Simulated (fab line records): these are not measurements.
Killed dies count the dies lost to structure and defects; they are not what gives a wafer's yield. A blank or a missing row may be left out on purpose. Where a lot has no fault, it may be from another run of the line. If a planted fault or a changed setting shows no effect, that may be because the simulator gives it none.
A sampling plan put to the test -- flow berkeley_cmos170 -- 11 faults told of in these records, all on one fab line, each judged by the records of the lots it struck
The plan consists of the line's own looks: route steps at which the wafer is read by a gauge or an inspection but not changed. A look can be judged if struck wafers have a number there and the file gives its usual mean and standard deviation on fault-free wafers. Caught: the struck wafers' mean, at a look after the fault's first step, is 4 or more of those standard deviations (sigma) away from the usual mean. On the tool: the test repeated on the tool's own readings taken at the fault's steps. Also counted as caught: the struck wafers showing another recipe, or a record that is empty for them alone.

THE FAULTS, as the simulator had put them in
1. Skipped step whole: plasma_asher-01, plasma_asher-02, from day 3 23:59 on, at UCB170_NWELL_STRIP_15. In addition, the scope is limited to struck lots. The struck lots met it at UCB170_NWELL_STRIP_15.
2. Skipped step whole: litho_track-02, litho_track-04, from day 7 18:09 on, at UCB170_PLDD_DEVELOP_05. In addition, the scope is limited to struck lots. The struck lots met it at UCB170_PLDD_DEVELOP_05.
3. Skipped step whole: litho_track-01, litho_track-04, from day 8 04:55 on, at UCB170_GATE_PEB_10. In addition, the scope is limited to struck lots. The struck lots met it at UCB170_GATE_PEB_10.
4. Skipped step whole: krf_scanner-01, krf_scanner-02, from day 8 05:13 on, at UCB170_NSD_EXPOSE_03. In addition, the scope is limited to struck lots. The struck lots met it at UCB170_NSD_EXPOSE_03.
5. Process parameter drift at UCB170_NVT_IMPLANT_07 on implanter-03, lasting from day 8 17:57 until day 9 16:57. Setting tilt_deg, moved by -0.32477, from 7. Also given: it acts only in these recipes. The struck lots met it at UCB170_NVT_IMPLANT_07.
6. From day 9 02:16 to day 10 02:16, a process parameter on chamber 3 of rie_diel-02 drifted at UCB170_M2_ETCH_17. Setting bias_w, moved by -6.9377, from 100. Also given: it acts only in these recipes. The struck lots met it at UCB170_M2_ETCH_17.
7. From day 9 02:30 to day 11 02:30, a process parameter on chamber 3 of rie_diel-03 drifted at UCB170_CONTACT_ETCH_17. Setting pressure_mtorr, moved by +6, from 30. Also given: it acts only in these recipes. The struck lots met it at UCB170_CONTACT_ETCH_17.
8. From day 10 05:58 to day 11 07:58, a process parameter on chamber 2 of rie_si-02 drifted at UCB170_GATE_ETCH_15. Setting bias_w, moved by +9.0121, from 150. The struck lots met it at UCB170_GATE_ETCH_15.
9. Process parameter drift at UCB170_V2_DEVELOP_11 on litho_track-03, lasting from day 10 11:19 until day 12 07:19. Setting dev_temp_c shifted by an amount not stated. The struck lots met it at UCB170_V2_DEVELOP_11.
10. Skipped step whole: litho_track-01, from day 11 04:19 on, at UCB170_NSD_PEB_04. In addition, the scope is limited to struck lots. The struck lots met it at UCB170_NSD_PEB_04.
11. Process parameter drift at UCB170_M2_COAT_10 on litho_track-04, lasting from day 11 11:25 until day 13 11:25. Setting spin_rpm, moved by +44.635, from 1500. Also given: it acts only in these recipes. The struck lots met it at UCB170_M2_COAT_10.

WHAT THE PLAN SAW
fault,on the tool itself,first look that catches it,"reading, sigma",median hours from its first step to that look,hours from the fault's start to the first struck lot there,judged looks passed uncaught
1,the tool's record is blank for the struck wafers,no look after it can be judged,-,-,-,0
2,the tool's record is blank for the struck wafers,no look after it can be judged,-,-,-,0
3,the tool's record is blank for the struck wafers,no look after it can be judged,-,-,-,0
4,no reading that can be judged,no look after it can be judged,-,-,-,0
5,tilt_deg -16 sigma,no look after it can be judged,-,-,-,0
6,bias_w -21 sigma,no look after it can be judged,-,-,-,0
7,chamber_pressure_mTorr +99 or beyond sigma,no look after it can be judged,-,-,-,0
8,bias_w +19 sigma,no look after it can be judged,-,-,-,0
9,developer_temp_C -20 sigma,no look after it can be judged,-,-,-,0
10,the tool's record is blank for the struck wafers,no look after it can be judged,-,-,-,0
11,spin_speed_rpm +46 sigma,no look after it can be judged,-,-,-,0
A dash: the fault is not caught, or the number is missing from these records.

Caught at a look: 0 of 11. Caught on the tool: 10 of 11. By one or the other: 10 of 11.
Caught on the tool alone: faults 1, 2, 3, 5, 6, 7, 8, 9, 10, 11.
Caught by neither: fault 4.
